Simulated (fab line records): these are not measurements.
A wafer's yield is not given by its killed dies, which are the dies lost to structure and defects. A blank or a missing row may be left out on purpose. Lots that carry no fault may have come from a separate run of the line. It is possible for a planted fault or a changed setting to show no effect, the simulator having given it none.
2 desks looking at one fault | flow rit cmos | what lay behind the numbers comes last; until then each desk has only its own

## THE METROLOGY DESK
Lot by lot, what the gauges showed, no matter which tool ran the lot: averages of those sampled wafers that carry a number. If a lot's mean is further than 4 standard deviations from the usual mean, the lot is out of limits and carries the mark OUT (the distance appears in the brackets).
Columns: A = GATE_OXIDE_THK at RIT_GATE_THK_MEAS_07, usual 3.02 nm
lot  | first seen here | A
L398 | day 2 15:47     | 3.04
L400 | day 2 21:07     | 2.90
L407 | day 4 10:40     | 3.86 (+14) OUT
L409 | day 4 23:49     | 3.79 (+13) OUT
L410 | day 5 02:01     | 3.01
L411 | day 5 09:33     | 3.04
L412 | day 5 13:19     | 3.04
L413 | day 5 16:31     | 3.05
L414 | day 5 22:09     | 2.90
L415 | day 6 05:19     | 2.97
L417 | day 6 13:15     | 3.07
L419 | day 7 00:12     | 3.07
L420 | day 7 01:34     | 3.10
L421 | day 7 09:47     | 3.01
This desk's finding: out of limits on L407, L409; first on L407, day 4 10:40 (GATE_OXIDE_THK at RIT_GATE_THK_MEAS_07). L398, L400, L410, L411, L412, L413, L414, L415, L417, L419, L420, L421: within limits.

## DESK OF THE TOOL OWNER: furnace-01
The tool's own readings at RIT_GATE_OXIDATION_05 (target thk 3 nm, ox time 270 s): means of the sampled wafers that have a number, for each lot that ran on this tool. If a lot's mean is further than 4 standard deviations from the usual mean, the lot is out of limits and carries the mark OUT (the distance appears in the brackets).
Columns: A = spike tc centre C at RIT_GATE_OXIDATION_05, usual 902.8 C; B = spike tc load C at RIT_GATE_OXIDATION_05, usual 926.4 C; C = spike tc source C at RIT_GATE_OXIDATION_05, usual 925 C; D = tube center temp C at RIT_GATE_OXIDATION_05, usual 899.99 C; E = tube_center_temp_C_max at RIT_GATE_OXIDATION_05, usual 902.3
lot  | first seen here | A               | B               | C              | D                        | E
L398 | day 2 14:27     | 901.0           | 927.5           | 927            | 899.98                   | 902.2
L407 | day 4 09:20     | 921.7 (+13) OUT | 947.9 (+18) OUT | 947 (+5.0) OUT | 920.01 (+99 or more) OUT | 922.6 (+60) OUT
L409 | day 4 21:10     | 920.9 (+12) OUT | 947.7 (+18) OUT | 947 (+5.2) OUT | 919.99 (+99 or more) OUT | 922.8 (+60) OUT
This desk's finding: out of limits on L407, L409; first on L407, day 4 09:20 (spike tc centre C at RIT_GATE_OXIDATION_05). L398: within limits.

## TAKEN TOGETHER
An alarm could have come from the tool owner's desk at day 4 09:20, on L407, L409.
On L407, L409, the metrology desk was in a position to raise an alarm at day 4 10:40.
All the named lots went through RIT_GATE_OXIDATION_05 on furnace-01.

## WHAT THE SIMULATOR HAD INSERTED
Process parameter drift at RIT_GATE_OXIDATION_05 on furnace-01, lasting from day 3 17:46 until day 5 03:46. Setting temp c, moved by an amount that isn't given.
Shown lots that were struck: L407, L409.
Counting hours from when the fault started, the first reading out of limits came at 16 for the tool owner's desk and at 17 for the metrology desk.
